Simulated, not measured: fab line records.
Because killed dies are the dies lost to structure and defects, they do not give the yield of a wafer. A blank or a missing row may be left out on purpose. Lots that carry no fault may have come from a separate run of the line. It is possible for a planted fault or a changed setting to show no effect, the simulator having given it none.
Which tool did it?	flow rit_cmos	42 wafers from 14 lots sampled at 2 of the route's 202 steps

== WHAT EACH GAUGE READ, for each wafer ==
RIT_SPACER_THK_MEAS_04.
lot	measured	on	SPACER_NITRIDE_THK (nm)
L289	day 3 04:21	film_metro-01	253.7 252.3 254.7
L290	day 3 07:23	film_metro-01	254.2 252.1 253.5
L291	day 3 10:13	film_metro-03	246.3 246.1 247.5
L292	day 3 18:17	film_metro-01	253.5 250.7 250.9
L293	day 3 20:43	film_metro-02	248.3 248.8 247.6
L296	day 4 11:34	film_metro-01	252.3 252.4 250.4
L297	day 4 21:28	film_metro-01	253.7 247.9 252.8
L299	day 5 05:38	film_metro-03	192.5 192.2 193.2
L304	day 6 06:05	film_metro-02	190.6 191.2 189.9
L306	day 6 17:08	film_metro-02	251.7 249.8 248.9
L307	day 6 21:07	film_metro-03	250.0 249.3 250.8
L309	day 7 09:19	film_metro-02	249.7 250.6 249.9
L310	day 7 14:35	film_metro-01	246.9 248.2 247.5
L312	day 7 23:55	film_metro-01	250.9 252.4 251.6

== EACH LOT AND THE TOOL THAT RAN IT (in order: tool; ch and the chambers of the sampled wafers; start) ==
lot	RIT_SPACER_CVD_03
L289	lpcvd-01 ch 1, day 3 02:26
L290	lpcvd-01 ch 1, day 3 05:28
L291	lpcvd-02 ch 1, day 3 08:17
L292	lpcvd-02 ch 1, day 3 16:22
L293	lpcvd-01 ch 0, day 3 18:47
L296	lpcvd-02 ch 0, day 4 09:38
L297	lpcvd-01 ch 1, day 4 18:35
L299	lpcvd-02 ch 0, day 5 03:41
L304	lpcvd-02 ch 0, day 6 04:09
L306	lpcvd-01 ch 1, day 6 15:13
L307	lpcvd-01 ch 1, day 6 19:13
L309	lpcvd-01 ch 1, day 7 07:24
L310	lpcvd-02 ch 1, day 7 11:43
L312	lpcvd-01 ch 1, day 7 21:02
- RIT_SPACER_CVD_03: deposits Si3N4 from SiH2Cl2/NH3, target thk 250 nm, time 3300 s.

== WHAT THE TOOLS THEMSELVES READ (means of the sampled wafers that have a number; where no wafer has one, the mark that the record gives instead) ==
RIT_SPACER_CVD_03.
lot	tool	spike_tc_centre_C (C)	zone_power_centre_pct (%)
L289	lpcvd-01	811.3	28
L290	lpcvd-01	811.4	28
L291	lpcvd-02	811.3	40
L292	lpcvd-02	810.4	40
L293	lpcvd-01	811.7	40
L296	lpcvd-02	812.4	40
L297	lpcvd-01	812.2	28
L299	lpcvd-02	813.0	40
L304	lpcvd-02	813.5	40
L306	lpcvd-01	812.1	28
L307	lpcvd-01	812.1	28
L309	lpcvd-01	811.8	28
L310	lpcvd-02	811.1	40
L312	lpcvd-01	811.8	28

== THE ANSWER, worked out from the rows above alone ==
Rule: what is usual is taken from the lots themselves. The widest of any qualifying gaps counts: lots, ordered by their means at a reading, are off when they make up no more than a third of the lots, leave a main group of 4 or more, and stand apart from it by 3 or more times the standard deviation of that group's means. The tables above print the reading to a certain number of digits; a main group whose means all agree to those digits is not used. A lot without any number at a reading at which 4 lots or more have one is off too. Any other lot the step has rows for is counted as sound. First the gauges in route order, then the tools' own readings, where a lot's mean is used as printed above. At the first step where some lot is off, the reading lying furthest off is the one used; lots without a number count as furthest.
Off: at RIT_SPACER_THK_MEAS_04 (SPACER_NITRIDE_THK), L299, L304. The main group: mean 250.5 nm, standard deviation 2.1.
A tool fits if, at a process step before that reading, it ran every lot that is off, and no sound lot after the first of them. Those tools and the gauges at RIT_SPACER_THK_MEAS_04 are tried in the same way. Of those tried, none fits.

== WHAT HAD BEEN PUT IN BY THE SIMULATOR ==
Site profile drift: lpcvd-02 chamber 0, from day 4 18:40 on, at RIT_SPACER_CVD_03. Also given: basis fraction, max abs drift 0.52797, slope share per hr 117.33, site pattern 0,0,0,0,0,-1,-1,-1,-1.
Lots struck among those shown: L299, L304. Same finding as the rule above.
